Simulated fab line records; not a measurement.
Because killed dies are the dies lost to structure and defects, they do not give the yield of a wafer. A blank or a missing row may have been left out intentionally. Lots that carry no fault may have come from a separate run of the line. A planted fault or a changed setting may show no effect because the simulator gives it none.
What tool caused it? ; flow berkeley_cmos170 ; Sampling: 7 lots, 21 wafers, 4 of 331 route steps

## WHAT THE GAUGES READ, wafer by wafer
UCB170_NSD_TW_MEAS_10.
lot;measured;on;NSD_TW
L819;day 7 07:52;film_metro-03;4280 4244 4270
L820;day 7 20:07;film_metro-04;4149 4165 4183
L827;day 8 06:31;film_metro-04;4190 4195 4166
L828;day 9 01:51;film_metro-04;30 30 30
L831;day 9 23:10;film_metro-03;4257 4240 4239
L837;day 10 14:20;film_metro-01;4205 4235 4196
L840;day 10 22:43;film_metro-04;4201 4187 4195

## WHAT TOOL EACH LOT RAN ON (gives the tool, then ch and the chambers of the sampled wafers, and finally the start)
lot;UCB170_GATE_STRIP_16;UCB170_PSD_STRIP_09;UCB170_NSD_STRIP_09
L819;plasma_asher-03 ch 0,1, day 6 18:31;plasma_asher-03 ch 1, day 7 05:42;plasma_asher-02 ch 1, day 7 07:46
L820;plasma_asher-03 ch 0,1, day 7 04:47;plasma_asher-01 ch 0,1, day 7 15:21;plasma_asher-04 ch 0,1, day 7 20:02
L827;plasma_asher-04 ch 0,1, day 7 16:05;plasma_asher-03 ch 0,1, day 8 04:33;plasma_asher-03 ch 0,1, day 8 06:25
L828;plasma_asher-03 ch 0, day 8 10:47;plasma_asher-04 ch 0, day 8 22:51;plasma_asher-02 ch 0,1, day 9 01:45
L831;plasma_asher-03 ch 0,1, day 9 10:01;plasma_asher-04 ch 0,1, day 9 19:31;plasma_asher-02 ch 0,1, day 9 23:03
L837;plasma_asher-04 ch 0,1, day 9 23:32;plasma_asher-01 ch 0,1, day 10 10:32;plasma_asher-03 ch 0,1, day 10 14:14
L840;plasma_asher-02 ch 0,1, day 10 09:56;plasma_asher-04 ch 0,1, day 10 19:50;plasma_asher-02 ch 0,1, day 10 22:38
- UCB170_GATE_STRIP_16: strips in O2.
- UCB170_PSD_STRIP_09: strips in O2.
- UCB170_NSD_STRIP_09: strips in O2.

## THE ANSWER, worked out from the rows above alone
Rule: usual is defined by the lots themselves. Put in order of their means at a reading, lots are off if they are a third of the lots or fewer, leave a main group of 4 or more, and stand apart from it by a gap of 3 or more times the standard deviation of the main group's means; of several such gaps the widest counts. If all means in a main group match to the digits the tables above print for the reading, that group is not used. Also off: a lot with no number at a reading for which 4 or more lots have one. The other lots that the step has rows for count as sound.
Off: L828, seen at UCB170_NSD_TW_MEAS_10 (NSD_TW). Mean 4211 and standard deviation 34 in the main group.
A tool fits if, at a process step before that reading, it ran every lot that is off, and no sound lot after the first of them. Gauges at UCB170_NSD_TW_MEAS_10: tried the same way as those tools. Not one of the candidates tried fits.

## WHAT THE SIMULATOR HAD PUT IN
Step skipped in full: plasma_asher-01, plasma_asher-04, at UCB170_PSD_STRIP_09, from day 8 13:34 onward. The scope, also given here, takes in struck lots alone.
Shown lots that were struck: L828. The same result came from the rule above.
